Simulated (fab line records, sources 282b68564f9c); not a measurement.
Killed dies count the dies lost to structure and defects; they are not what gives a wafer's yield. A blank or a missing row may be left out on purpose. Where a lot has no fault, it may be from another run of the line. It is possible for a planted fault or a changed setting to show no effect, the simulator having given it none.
A single fault, viewed from 2 desks    flow ritCmos    every desk sees just its own numbers, and what lay behind them comes last

== FROM THE METROLOGY DESK ==
Means of the sampled wafers that have a number, per lot and without regard to the tool the lot ran on: this is what the gauges read. Any lot whose mean is over 4 standard deviations away from the usual mean is out of limits and marked OUT; that distance is given in the brackets.
Columns: A = GATE_OXIDE_THK at RIT_GATE_THK_MEAS_07, usual 2.98 nm
lot   first seen here  A
L524  day 3 00:43      3.00
L525  day 3 08:02      3.05
L527  day 3 12:00      2.91
L528  day 3 21:03      2.96
L529  day 4 00:26      2.93
L530  day 4 03:58      2.82
L532  day 4 15:47      3.08
L533  day 5 03:22      2.89
L534  day 5 05:03      2.96
L539  day 6 00:40      3.31 (+5.1) OUT
L540  day 6 09:00      3.28 (+4.7) OUT
L543  day 6 20:07      3.00
L544  day 7 04:28      2.99
L545  day 7 09:27      3.00
This desk's result: L539, L540 out of limits, first on L539 (GATE_OXIDE_THK at RIT_GATE_THK_MEAS_07), day 6 00:40. In limits: L524, L525, L527, L528, L529, L530, L532, L533, L534, L543, L544, L545.

== FOR THE TOOL OWNER'S DESK: furnace-03 ==
The tool's own readings at RIT_GATE_OXIDATION_05 (target thk 3 nm, ox time 270 s): means of the sampled wafers that have a number, for each lot that ran on this tool. Any lot whose mean is over 4 standard deviations away from the usual mean is out of limits and marked OUT; that distance is given in the brackets.
Columns: A = spikeTcCentreC at RIT_GATE_OXIDATION_05, usual 903.1 C; B = spikeTcLoadC at RIT_GATE_OXIDATION_05, usual 924 C; C = zonePowerSourcePct at RIT_GATE_OXIDATION_05, usual 26.5 %
lot   first seen here  A      B    C
L524  day 2 23:05      903.0  927  26.4
L528  day 3 19:08      903.4  927  26.1
L534  day 5 03:44      902.5  926  26.0
L539  day 5 23:19      903.1  927  25.8
L540  day 6 05:44      903.0  926  25.9
This desk's finding: nothing out of limits on any of the 5 lots.

== ALL TOGETHER ==
At day 6 00:40 the metrology desk could have sounded an alarm, on L539, L540.
The tool owner's desk saw nothing out of limits.
On record at the tool owner's desk: L539, L540, within its limits.
Of the lots named, all ran RIT_GATE_OXIDATION_05 on furnace-03.

== WHAT WAS PUT IN BY THE SIMULATOR ==
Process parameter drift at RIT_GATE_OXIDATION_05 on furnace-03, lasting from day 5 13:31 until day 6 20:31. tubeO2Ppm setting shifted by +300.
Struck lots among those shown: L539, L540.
Per desk, hours elapsed from the start of the fault to the first reading out of limits: for the metrology desk, 11.
